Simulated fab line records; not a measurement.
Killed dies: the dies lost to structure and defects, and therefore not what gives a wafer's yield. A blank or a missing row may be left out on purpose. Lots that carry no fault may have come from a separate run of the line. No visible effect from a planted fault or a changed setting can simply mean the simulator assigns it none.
fab line records || flow berkeleyCmos170
record {"lots": 15, "wafers": 45, "lastDay": 11}
route steps=331 shown NLDD@167
lots untouched by any fault: they come from a run of this same line in which no faults occurred
startH: start of the lot's first displayed wafer, in hours after the record's first day || waitH: hours from the lot's prior step to this one || " identical to the entry in the row above || L1.1+2: a row that stands for several wafers || - value missing, or start not given || * or withheld: withheld || < > ~ a bound
route shown NAME@n: a module of which the file shows steps, and the number in the route of the first || usual: average and standard deviation across the fault-free wafers || same: alike in all rows || chamber/n: place in a boat || sites: per-site readings || _std_site: the standard deviation of these || _edge_site: inner sites' mean taken away from outer sites' mean || radiusMm: how far each site lies from the wafer's centre || mask NAME#n: copy n || behind: the tool/chamber that last shaped the wafer || hold: cause of the lot's hold/its duration in hours/its outcome || device: the transistor (n, p or np) that didn't switch || end of line: at the end of the route, the tests of the same wafers || where a step has no rows: the recipe by itself || killed: count of dies lost to structure and defects at first sort (not the wafer's yield) || map: per-die view of a wafer (x killed, . not killed, _ where there is no die)
set.NAME: the setting as run; set.NAME@STEP: as run at that earlier step || model.NAME: the simulator's own value behind a step, which no gauge read
the route's steps for a sample of lots (tables are steps, rows are wafers)
services: from which hour (startH, from the record's first day; less than 0 if before it) a tool's chamber was out of use, for how many hours, and why
## steps
# step UCB170_NLDD_IMPLANT_09
# recipe {"species": "As", "doseCm2": 5e+13, "energyKev": 30, "tiltDeg": 7, "rotationDeg": 180}
# usual {"doseIonsCm2": "4.999e+13/5.6e+10", "faradayCurrentUA": "159/3.4", "rotationDeg": "180.00/0.032"}
{"lot.wafer": "L926.1", "tool": "implanter-01", "chamber": 0, "startH": 128.19, "waitH": 0.1, "doseIonsCm2": 5.002e+13, "faradayCurrentUA": 154, "rotationDeg": 180.01}
{"lot.wafer": "L926.2", "tool": "implanter-01", "chamber": 0, "startH": 128.19, "waitH": 0.1, "doseIonsCm2": 5e+13, "faradayCurrentUA": 158, "rotationDeg": 179.99}
{"lot.wafer": "L926.3", "tool": "implanter-01", "chamber": 0, "startH": 128.19, "waitH": 0.1, "doseIonsCm2": 4.994e+13, "faradayCurrentUA": 155, "rotationDeg": 180.03}
{"lot.wafer": "L927.2", "tool": "implanter-03", "chamber": 0, "startH": 129.10, "waitH": 0.1, "doseIonsCm2": 4.995e+13, "faradayCurrentUA": 159, "rotationDeg": 180.01}
{"lot.wafer": "L927.4", "tool": "implanter-03", "chamber": 0, "startH": 129.10, "waitH": 0.1, "doseIonsCm2": 4.997e+13, "faradayCurrentUA": 157, "rotationDeg": 180.01}
{"lot.wafer": "L927.6", "tool": "implanter-03", "chamber": 0, "startH": 129.10, "waitH": 0.1, "doseIonsCm2": 4.997e+13, "faradayCurrentUA": 158, "rotationDeg": 180.01}
{"lot.wafer": "L928.2", "tool": "implanter-04", "chamber": 0, "startH": 131.89, "waitH": 0.1, "doseIonsCm2": 5.008e+13, "faradayCurrentUA": 165, "rotationDeg": 179.99}
{"lot.wafer": "L928.3", "tool": "implanter-04", "chamber": 0, "startH": 131.89, "waitH": 0.1, "doseIonsCm2": 5.005e+13, "faradayCurrentUA": 156, "rotationDeg": 179.93}
{"lot.wafer": "L928.4", "tool": "implanter-04", "chamber": 0, "startH": 131.89, "waitH": 0.1, "doseIonsCm2": 5.006e+13, "faradayCurrentUA": 163, "rotationDeg": 179.99}
{"lot.wafer": "L929.1", "tool": "implanter-01", "chamber": 0, "startH": 135.98, "waitH": 0.1, "doseIonsCm2": 4.994e+13, "faradayCurrentUA": 161, "rotationDeg": 179.98}
{"lot.wafer": "L929.2", "tool": "implanter-01", "chamber": 0, "startH": 135.98, "waitH": 0.1, "doseIonsCm2": 4.996e+13, "faradayCurrentUA": 158, "rotationDeg": 179.93}
{"lot.wafer": "L929.4", "tool": "implanter-01", "chamber": 0, "startH": 135.98, "waitH": 0.1, "doseIonsCm2": 5.008e+13, "faradayCurrentUA": 157, "rotationDeg": 180.09}
{"lot.wafer": "L930.3", "tool": "implanter-04", "chamber": 0, "startH": 136.33, "waitH": 0.1, "doseIonsCm2": 5.001e+13, "faradayCurrentUA": 157, "rotationDeg": 180.05}
{"lot.wafer": "L930.4", "tool": "implanter-04", "chamber": 0, "startH": 136.33, "waitH": 0.1, "doseIonsCm2": 4.999e+13, "faradayCurrentUA": 157, "rotationDeg": 180.05}
{"lot.wafer": "L930.5", "tool": "implanter-04", "chamber": 0, "startH": 136.33, "waitH": 0.1, "doseIonsCm2": 5.001e+13, "faradayCurrentUA": 163, "rotationDeg": 179.99}
{"lot.wafer": "L931.1", "tool": "implanter-03", "chamber": 0, "startH": 164.81, "waitH": 0.1, "doseIonsCm2": 5e+13, "faradayCurrentUA": 159, "rotationDeg": 179.99}
{"lot.wafer": "L931.2", "tool": "implanter-03", "chamber": 0, "startH": 164.81, "waitH": 0.1, "doseIonsCm2": 4.999e+13, "faradayCurrentUA": 155, "rotationDeg": 179.95}
{"lot.wafer": "L931.6", "tool": "implanter-03", "chamber": 0, "startH": 164.81, "waitH": 0.1, "doseIonsCm2": 4.996e+13, "faradayCurrentUA": 157, "rotationDeg": 179.94}
{"lot.wafer": "L933.3", "tool": "implanter-01", "chamber": 0, "startH": 165.30, "waitH": 0.1, "doseIonsCm2": 4.99e+13, "faradayCurrentUA": 159, "rotationDeg": 179.99}
{"lot.wafer": "L933.4", "tool": "implanter-01", "chamber": 0, "startH": 165.30, "waitH": 0.1, "doseIonsCm2": 4.999e+13, "faradayCurrentUA": 161, "rotationDeg": 180.01}
{"lot.wafer": "L933.6", "tool": "implanter-01", "chamber": 0, "startH": 165.30, "waitH": 0.1, "doseIonsCm2": 4.993e+13, "faradayCurrentUA": 163, "rotationDeg": 180.02}
{"lot.wafer": "L934.1", "tool": "implanter-03", "chamber": 0, "startH": 165.35, "waitH": 0.1, "doseIonsCm2": 4.998e+13, "faradayCurrentUA": 158, "rotationDeg": 180.00}
{"lot.wafer": "L934.5", "tool": "implanter-03", "chamber": 0, "startH": 165.35, "waitH": 0.1, "doseIonsCm2": 5.004e+13, "faradayCurrentUA": 156, "rotationDeg": 180.01}
{"lot.wafer": "L934.6", "tool": "implanter-03", "chamber": 0, "startH": 165.35, "waitH": 0.1, "doseIonsCm2": 5.006e+13, "faradayCurrentUA": 161, "rotationDeg": 180.04}
{"lot.wafer": "L932.2", "tool": "implanter-01", "chamber": 0, "startH": 165.71, "waitH": 0.1, "doseIonsCm2": 4.995e+13, "faradayCurrentUA": 156, "rotationDeg": 179.97}
{"lot.wafer": "L932.5", "tool": "implanter-01", "chamber": 0, "startH": 165.71, "waitH": 0.1, "doseIonsCm2": 4.997e+13, "faradayCurrentUA": 162, "rotationDeg": 179.98}
{"lot.wafer": "L932.6", "tool": "implanter-01", "chamber": 0, "startH": 165.71, "waitH": 0.1, "doseIonsCm2": 4.994e+13, "faradayCurrentUA": 156, "rotationDeg": 179.92}
{"lot.wafer": "L935.4", "tool": "implanter-01", "chamber": 0, "startH": 169.73, "waitH": 0.1, "doseIonsCm2": 4.99e+13, "faradayCurrentUA": 162, "rotationDeg": 179.98}
{"lot.wafer": "L935.5", "tool": "implanter-01", "chamber": 0, "startH": 169.73, "waitH": 0.1, "doseIonsCm2": 5.001e+13, "faradayCurrentUA": 160, "rotationDeg": 179.96}
{"lot.wafer": "L935.6", "tool": "implanter-01", "chamber": 0, "startH": 169.73, "waitH": 0.1, "doseIonsCm2": 4.983e+13, "faradayCurrentUA": 154, "rotationDeg": 180.01}
{"lot.wafer": "L938.4", "tool": "implanter-03", "chamber": 0, "startH": 181.28, "waitH": 0.1, "doseIonsCm2": 3.352e+13, "faradayCurrentUA": 104, "rotationDeg": 180.03}
{"lot.wafer": "L938.5", "tool": "implanter-03", "chamber": 0, "startH": 181.28, "waitH": 0.1, "doseIonsCm2": 3.349e+13, "faradayCurrentUA": 108, "rotationDeg": 179.98}
{"lot.wafer": "L938.6", "tool": "implanter-03", "chamber": 0, "startH": 181.28, "waitH": 0.1, "doseIonsCm2": 3.34e+13, "faradayCurrentUA": 105, "rotationDeg": 180.01}
{"lot.wafer": "L941.2", "tool": "implanter-03", "chamber": 0, "startH": 202.61, "waitH": 0.1, "doseIonsCm2": 3.358e+13, "faradayCurrentUA": 105, "rotationDeg": 180.02}
{"lot.wafer": "L941.5", "tool": "implanter-03", "chamber": 0, "startH": 202.61, "waitH": 0.1, "doseIonsCm2": 3.356e+13, "faradayCurrentUA": 104, "rotationDeg": 179.99}
{"lot.wafer": "L941.6", "tool": "implanter-03", "chamber": 0, "startH": 202.61, "waitH": 0.1, "doseIonsCm2": 3.352e+13, "faradayCurrentUA": 109, "rotationDeg": 180.05}
{"lot.wafer": "L939.2", "tool": "implanter-03", "chamber": 0, "startH": 203.33, "waitH": 0.1, "doseIonsCm2": 3.347e+13, "faradayCurrentUA": 108, "rotationDeg": 180.03}
{"lot.wafer": "L939.3", "tool": "implanter-03", "chamber": 0, "startH": 203.33, "waitH": 0.1, "doseIonsCm2": 3.36e+13, "faradayCurrentUA": 106, "rotationDeg": 180.02}
{"lot.wafer": "L939.5", "tool": "implanter-03", "chamber": 0, "startH": 203.33, "waitH": 0.1, "doseIonsCm2": 3.362e+13, "faradayCurrentUA": 108, "rotationDeg": 180.00}
{"lot.wafer": "L940.4", "tool": "implanter-01", "chamber": 0, "startH": 203.50, "waitH": 0.1, "doseIonsCm2": 4.992e+13, "faradayCurrentUA": 163, "rotationDeg": 179.96}
{"lot.wafer": "L940.5", "tool": "implanter-01", "chamber": 0, "startH": 203.50, "waitH": 0.1, "doseIonsCm2": 4.995e+13, "faradayCurrentUA": 158, "rotationDeg": 179.92}
{"lot.wafer": "L940.6", "tool": "implanter-01", "chamber": 0, "startH": 203.50, "waitH": 0.1, "doseIonsCm2": 4.998e+13, "faradayCurrentUA": 161, "rotationDeg": 179.97}
{"lot.wafer": "L947.1", "tool": "implanter-01", "chamber": 0, "startH": 227.15, "waitH": 0.1, "doseIonsCm2": 4.999e+13, "faradayCurrentUA": 154, "rotationDeg": 179.98}
{"lot.wafer": "L947.2", "tool": "implanter-01", "chamber": 0, "startH": 227.15, "waitH": 0.1, "doseIonsCm2": 5.003e+13, "faradayCurrentUA": 165, "rotationDeg": 180.02}
{"lot.wafer": "L947.5", "tool": "implanter-01", "chamber": 0, "startH": 227.15, "waitH": 0.1, "doseIonsCm2": 5.009e+13, "faradayCurrentUA": 160, "rotationDeg": 179.98}
# step UCB170_NLDD_TW_MEAS_11
# usual {"NLDD_TW": "2228/15"}
{"lot.wafer": "L926.1", "tool": "filmMetro-02", "chamber": "-", "startH": 128.44, "waitH": 0.1, "NLDD_TW": 2241}
{"lot.wafer": "L926.2", "tool": "filmMetro-02", "chamber": "-", "startH": 128.44, "waitH": 0.1, "NLDD_TW": 2243}
{"lot.wafer": "L926.3", "tool": "filmMetro-02", "chamber": "-", "startH": 128.44, "waitH": 0.1, "NLDD_TW": 2244}
{"lot.wafer": "L927.2", "tool": "filmMetro-02", "chamber": "-", "startH": 129.33, "waitH": 0.1, "NLDD_TW": 2235}
{"lot.wafer": "L927.4", "tool": "filmMetro-02", "chamber": "-", "startH": 129.33, "waitH": 0.1, "NLDD_TW": 2236}
{"lot.wafer": "L927.6", "tool": "filmMetro-02", "chamber": "-", "startH": 129.33, "waitH": 0.1, "NLDD_TW": 2243}
{"lot.wafer": "L928.2", "tool": "filmMetro-03", "chamber": "-", "startH": 132.13, "waitH": 0.1, "NLDD_TW": 2228}
{"lot.wafer": "L928.3", "tool": "filmMetro-03", "chamber": "-", "startH": 132.13, "waitH": 0.1, "NLDD_TW": 2213}
{"lot.wafer": "L928.4", "tool": "filmMetro-03", "chamber": "-", "startH": 132.13, "waitH": 0.1, "NLDD_TW": 2224}
{"lot.wafer": "L929.1", "tool": "filmMetro-02", "chamber": "-", "startH": 136.23, "waitH": 0.1, "NLDD_TW": 2223}
{"lot.wafer": "L929.2", "tool": "filmMetro-02", "chamber": "-", "startH": 136.23, "waitH": 0.1, "NLDD_TW": 2226}
{"lot.wafer": "L929.4", "tool": "filmMetro-02", "chamber": "-", "startH": 136.23, "waitH": 0.1, "NLDD_TW": 2230}
{"lot.wafer": "L930.3", "tool": "filmMetro-03", "chamber": "-", "startH": 136.55, "waitH": 0.1, "NLDD_TW": 2221}
{"lot.wafer": "L930.4", "tool": "filmMetro-03", "chamber": "-", "startH": 136.55, "waitH": 0.1, "NLDD_TW": 2217}
{"lot.wafer": "L930.5", "tool": "filmMetro-03", "chamber": "-", "startH": 136.55, "waitH": 0.1, "NLDD_TW": 2231}
{"lot.wafer": "L931.1", "tool": "filmMetro-02", "chamber": "-", "startH": 165.06, "waitH": 0.1, "NLDD_TW": 2237}
{"lot.wafer": "L931.2", "tool": "filmMetro-02", "chamber": "-", "startH": 165.06, "waitH": 0.1, "NLDD_TW": 2234}
{"lot.wafer": "L931.6", "tool": "filmMetro-02", "chamber": "-", "startH": 165.06, "waitH": 0.1, "NLDD_TW": 2243}
{"lot.wafer": "L933.3", "tool": "filmMetro-02", "chamber": "-", "startH": 165.52, "waitH": 0.1, "NLDD_TW": 2235}
{"lot.wafer": "L933.4", "tool": "filmMetro-02", "chamber": "-", "startH": 165.52, "waitH": 0.1, "NLDD_TW": 2238}
{"lot.wafer": "L933.6", "tool": "filmMetro-02", "chamber": "-", "startH": 165.52, "waitH": 0.1, "NLDD_TW": 2230}
{"lot.wafer": "L934.1", "tool": "filmMetro-02", "chamber": "-", "startH": 165.60, "waitH": 0.1, "NLDD_TW": 2232}
{"lot.wafer": "L934.5", "tool": "filmMetro-02", "chamber": "-", "startH": 165.60, "waitH": 0.1, "NLDD_TW": 2239}
{"lot.wafer": "L934.6", "tool": "filmMetro-02", "chamber": "-", "startH": 165.60, "waitH": 0.1, "NLDD_TW": 2235}
{"lot.wafer": "L932.2", "tool": "filmMetro-04", "chamber": "-", "startH": 165.94, "waitH": 0.1, "NLDD_TW": 2246}
{"lot.wafer": "L932.5", "tool": "filmMetro-04", "chamber": "-", "startH": 165.94, "waitH": 0.1, "NLDD_TW": 2226}
{"lot.wafer": "L932.6", "tool": "filmMetro-04", "chamber": "-", "startH": 165.94, "waitH": 0.1, "NLDD_TW": 2221}
{"lot.wafer": "L935.4", "tool": "filmMetro-03", "chamber": "-", "startH": 169.93, "waitH": 0.1, "NLDD_TW": 2211}
{"lot.wafer": "L935.5", "tool": "filmMetro-03", "chamber": "-", "startH": 169.93, "waitH": 0.1, "NLDD_TW": 2209}
{"lot.wafer": "L935.6", "tool": "filmMetro-03", "chamber": "-", "startH": 169.93, "waitH": 0.1, "NLDD_TW": 2224}
{"lot.wafer": "L938.4", "tool": "filmMetro-03", "chamber": "-", "startH": 181.49, "waitH": 0.1, "NLDD_TW": 2103}
{"lot.wafer": "L938.5", "tool": "filmMetro-03", "chamber": "-", "startH": 181.49, "waitH": 0.1, "NLDD_TW": 2112}
{"lot.wafer": "L938.6", "tool": "filmMetro-03", "chamber": "-", "startH": 181.49, "waitH": 0.1, "NLDD_TW": 2107}
{"lot.wafer": "L941.2", "tool": "filmMetro-04", "chamber": "-", "startH": 202.85, "waitH": 0.1, "NLDD_TW": 2141}
{"lot.wafer": "L941.5", "tool": "filmMetro-04", "chamber": "-", "startH": 202.85, "waitH": 0.1, "NLDD_TW": 2141}
{"lot.wafer": "L941.6", "tool": "filmMetro-04", "chamber": "-", "startH": 202.85, "waitH": 0.1, "NLDD_TW": 2140}
{"lot.wafer": "L939.2", "tool": "filmMetro-04", "chamber": "-", "startH": 203.57, "waitH": 0.1, "NLDD_TW": 2140}
{"lot.wafer": "L939.3", "tool": "filmMetro-04", "chamber": "-", "startH": 203.57, "waitH": 0.1, "NLDD_TW": 2154}
{"lot.wafer": "L939.5", "tool": "filmMetro-04", "chamber": "-", "startH": 203.57, "waitH": 0.1, "NLDD_TW": 2146}
{"lot.wafer": "L940.4", "tool": "filmMetro-03", "chamber": "-", "startH": 203.71, "waitH": 0.1, "NLDD_TW": 2209}
{"lot.wafer": "L940.5", "tool": "filmMetro-03", "chamber": "-", "startH": 203.71, "waitH": 0.1, "NLDD_TW": 2202}
{"lot.wafer": "L940.6", "tool": "filmMetro-03", "chamber": "-", "startH": 203.71, "waitH": 0.1, "NLDD_TW": 2210}
{"lot.wafer": "L947.1", "tool": "filmMetro-02", "chamber": "-", "startH": 227.40, "waitH": 0.1, "NLDD_TW": 2244}
{"lot.wafer": "L947.2", "tool": "filmMetro-02", "chamber": "-", "startH": 227.40, "waitH": 0.1, "NLDD_TW": 2240}
{"lot.wafer": "L947.5", "tool": "filmMetro-02", "chamber": "-", "startH": 227.40, "waitH": 0.1, "NLDD_TW": 2247}
# step UCB170_SDANNEAL_RS_MEAS_05
# recipe {"thkMeasGauge": "four-point-probe"}
# usual {"NLDD_RS": "616.4/1.4"}
{"lot.wafer": "L927.2", "tool": "filmMetro-04", "chamber": "-", "startH": 141.38, "waitH": 0.1, "NLDD_RS[ohm/sq]": 614.7}
{"lot.wafer": "L927.4", "tool": "filmMetro-04", "chamber": "-", "startH": 141.38, "waitH": 0.1, "NLDD_RS[ohm/sq]": 615.4}
{"lot.wafer": "L927.6", "tool": "filmMetro-04", "chamber": "-", "startH": 141.38, "waitH": 0.1, "NLDD_RS[ohm/sq]": 618.1}
{"lot.wafer": "L928.2", "tool": "filmMetro-03", "chamber": "-", "startH": 141.58, "waitH": 0.1, "NLDD_RS[ohm/sq]": 616.7}
{"lot.wafer": "L928.3", "tool": "filmMetro-03", "chamber": "-", "startH": 141.58, "waitH": 0.1, "NLDD_RS[ohm/sq]": 616.3}
{"lot.wafer": "L928.4", "tool": "filmMetro-03", "chamber": "-", "startH": 141.58, "waitH": 0.1, "NLDD_RS[ohm/sq]": 617.8}
{"lot.wafer": "L926.1", "tool": "filmMetro-02", "chamber": "-", "startH": 141.61, "waitH": 0.1, "NLDD_RS[ohm/sq]": 617.1}
{"lot.wafer": "L926.2", "tool": "filmMetro-02", "chamber": "-", "startH": 141.61, "waitH": 0.1, "NLDD_RS[ohm/sq]": 618.3}
{"lot.wafer": "L926.3", "tool": "filmMetro-02", "chamber": "-", "startH": 141.61, "waitH": 0.1, "NLDD_RS[ohm/sq]": 617.3}
{"lot.wafer": "L929.1", "tool": "filmMetro-03", "chamber": "-", "startH": 153.83, "waitH": 0.1, "NLDD_RS[ohm/sq]": 616.1}
{"lot.wafer": "L929.2", "tool": "filmMetro-03", "chamber": "-", "startH": 153.83, "waitH": 0.1, "NLDD_RS[ohm/sq]": 616.4}
{"lot.wafer": "L929.4", "tool": "filmMetro-03", "chamber": "-", "startH": 153.83, "waitH": 0.1, "NLDD_RS[ohm/sq]": 616.2}
{"lot.wafer": "L930.3", "tool": "filmMetro-04", "chamber": "-", "startH": 153.87, "waitH": 0.1, "NLDD_RS[ohm/sq]": 615.4}
{"lot.wafer": "L930.4", "tool": "filmMetro-04", "chamber": "-", "startH": 153.87, "waitH": 0.1, "NLDD_RS[ohm/sq]": 614.5}
{"lot.wafer": "L930.5", "tool": "filmMetro-04", "chamber": "-", "startH": 153.87, "waitH": 0.1, "NLDD_RS[ohm/sq]": 613.5}
{"lot.wafer": "L931.1", "tool": "filmMetro-02", "chamber": "-", "startH": 180.21, "waitH": 0.1, "NLDD_RS[ohm/sq]": 616.8}
{"lot.wafer": "L931.2", "tool": "filmMetro-02", "chamber": "-", "startH": 180.21, "waitH": 0.1, "NLDD_RS[ohm/sq]": 616.8}
{"lot.wafer": "L931.6", "tool": "filmMetro-02", "chamber": "-", "startH": 180.21, "waitH": 0.1, "NLDD_RS[ohm/sq]": 614.0}
{"lot.wafer": "L932.2", "tool": "filmMetro-04", "chamber": "-", "startH": 180.30, "waitH": 0.1, "NLDD_RS[ohm/sq]": 615.9}
{"lot.wafer": "L932.5", "tool": "filmMetro-04", "chamber": "-", "startH": 180.30, "waitH": 0.1, "NLDD_RS[ohm/sq]": 616.3}
{"lot.wafer": "L932.6", "tool": "filmMetro-04", "chamber": "-", "startH": 180.30, "waitH": 0.1, "NLDD_RS[ohm/sq]": 615.9}
{"lot.wafer": "L934.1", "tool": "filmMetro-04", "chamber": "-", "startH": 180.76, "waitH": 0.1, "NLDD_RS[ohm/sq]": 615.0}
{"lot.wafer": "L934.5", "tool": "filmMetro-04", "chamber": "-", "startH": 180.76, "waitH": 0.1, "NLDD_RS[ohm/sq]": 615.2}
{"lot.wafer": "L934.6", "tool": "filmMetro-04", "chamber": "-", "startH": 180.76, "waitH": 0.1, "NLDD_RS[ohm/sq]": 617.4}
{"lot.wafer": "L933.3", "tool": "filmMetro-02", "chamber": "-", "startH": 180.85, "waitH": 0.1, "NLDD_RS[ohm/sq]": 615.5}
{"lot.wafer": "L933.4", "tool": "filmMetro-02", "chamber": "-", "startH": 180.85, "waitH": 0.1, "NLDD_RS[ohm/sq]": 615.7}
{"lot.wafer": "L933.6", "tool": "filmMetro-02", "chamber": "-", "startH": 180.85, "waitH": 0.1, "NLDD_RS[ohm/sq]": 618.6}
{"lot.wafer": "L935.4", "tool": "filmMetro-03", "chamber": "-", "startH": 180.96, "waitH": 0.1, "NLDD_RS[ohm/sq]": 615.0}
{"lot.wafer": "L935.5", "tool": "filmMetro-03", "chamber": "-", "startH": 180.96, "waitH": 0.1, "NLDD_RS[ohm/sq]": 614.4}
{"lot.wafer": "L935.6", "tool": "filmMetro-03", "chamber": "-", "startH": 180.96, "waitH": 0.1, "NLDD_RS[ohm/sq]": 614.0}
{"lot.wafer": "L938.4", "tool": "filmMetro-02", "chamber": "-", "startH": 191.37, "waitH": 0.1, "NLDD_RS[ohm/sq]": 698.8}
{"lot.wafer": "L938.5", "tool": "filmMetro-02", "chamber": "-", "startH": 191.37, "waitH": 0.1, "NLDD_RS[ohm/sq]": 698.2}
{"lot.wafer": "L938.6", "tool": "filmMetro-02", "chamber": "-", "startH": 191.37, "waitH": 0.1, "NLDD_RS[ohm/sq]": 699.2}
{"lot.wafer": "L941.2", "tool": "filmMetro-03", "chamber": "-", "startH": 212.19, "waitH": 0.1, "NLDD_RS[ohm/sq]": 698.8}
{"lot.wafer": "L941.5", "tool": "filmMetro-03", "chamber": "-", "startH": 212.19, "waitH": 0.1, "NLDD_RS[ohm/sq]": 697.2}
{"lot.wafer": "L941.6", "tool": "filmMetro-03", "chamber": "-", "startH": 212.19, "waitH": 0.1, "NLDD_RS[ohm/sq]": 697.0}
{"lot.wafer": "L940.4", "tool": "filmMetro-04", "chamber": "-", "startH": 212.51, "waitH": 0.1, "NLDD_RS[ohm/sq]": 617.2}
{"lot.wafer": "L940.5", "tool": "filmMetro-04", "chamber": "-", "startH": 212.51, "waitH": 0.1, "NLDD_RS[ohm/sq]": 615.7}
{"lot.wafer": "L940.6", "tool": "filmMetro-04", "chamber": "-", "startH": 212.51, "waitH": 0.1, "NLDD_RS[ohm/sq]": 615.5}
{"lot.wafer": "L939.2", "tool": "filmMetro-03", "chamber": "-", "startH": 212.69, "waitH": 0.1, "NLDD_RS[ohm/sq]": 696.9}
{"lot.wafer": "L939.3", "tool": "filmMetro-03", "chamber": "-", "startH": 212.69, "waitH": 0.1, "NLDD_RS[ohm/sq]": 695.1}
{"lot.wafer": "L939.5", "tool": "filmMetro-03", "chamber": "-", "startH": 212.69, "waitH": 0.1, "NLDD_RS[ohm/sq]": 693.9}
{"lot.wafer": "L947.1", "tool": "filmMetro-04", "chamber": "-", "startH": 236.94, "waitH": 0.1, "NLDD_RS[ohm/sq]": 616.3}
{"lot.wafer": "L947.2", "tool": "filmMetro-04", "chamber": "-", "startH": 236.94, "waitH": 0.1, "NLDD_RS[ohm/sq]": 616.1}
{"lot.wafer": "L947.5", "tool": "filmMetro-04", "chamber": "-", "startH": 236.94, "waitH": 0.1, "NLDD_RS[ohm/sq]": 614.8}
## services
{"tool": "implanter-01", "chamber": "-", "startH": 107.50, "hours": 1.9, "kind": "repair"}
{"tool": "implanter-01", "chamber": "-", "startH": 142.44, "hours": 1.2, "kind": "repair"}
{"tool": "implanter-01", "chamber": "-", "startH": 142.60, "hours": 1.3, "kind": "repair"}
{"tool": "implanter-04", "chamber": "-", "startH": 155.32, "hours": 92.9, "kind": "repair"}
{"tool": "implanter-04", "chamber": "-", "startH": 174.51, "hours": 9.8, "kind": "repair"}
{"tool": "implanter-01", "chamber": "-", "startH": 215.60, "hours": 0.7, "kind": "repair"}
## key
firstSign {"step": "UCB170_NLDD_IMPLANT_09", "reading": "doseIonsCm2", "direction": "down", "sigmas": "99+", "usual": 4.999e+13, "struck": 3.353e+13}
effect {"step": "UCB170_NLDD_IMPLANT_09", "reading": "faradayCurrentUA", "direction": "down", "sigmas": 16, "usual": 159, "struck": 106}
effect {"step": "UCB170_NLDD_TW_MEAS_11", "reading": "NLDD_TW", "direction": "down", "sigmas": 6.4, "usual": 2228, "struck": 2132}
effect {"step": "UCB170_SDANNEAL_RS_MEAS_05", "reading": "NLDD_RS", "direction": "up", "sigmas": 57, "usual": 616.4, "struck": 697.2}
metAt UCB170_NLDD_IMPLANT_09
struckLots L938,L939,L941
testerLeftOut L938,L939,L941
onsetBetween 165.35 181.28
fault {"kind": "processParameterDrift", "tool": "implanter-03", "chamber": "-", "onsetH": 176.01, "steps": "UCB170_NLDD_IMPLANT_09", "channel": "doseCm2", "offset": -1.65e+13, "shape": "step", "endH": 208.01, "actsIn": "theseRecipesOnly", "stated": 5e+13}
# testerLeftOut: of these lots the tester's yield and bins aren't shown, on N5 and GAA mostly nor the transistor test; their killed dies are dies lost to structure and defects alone, not to doping, threshold or leakage, so they don't give the yield
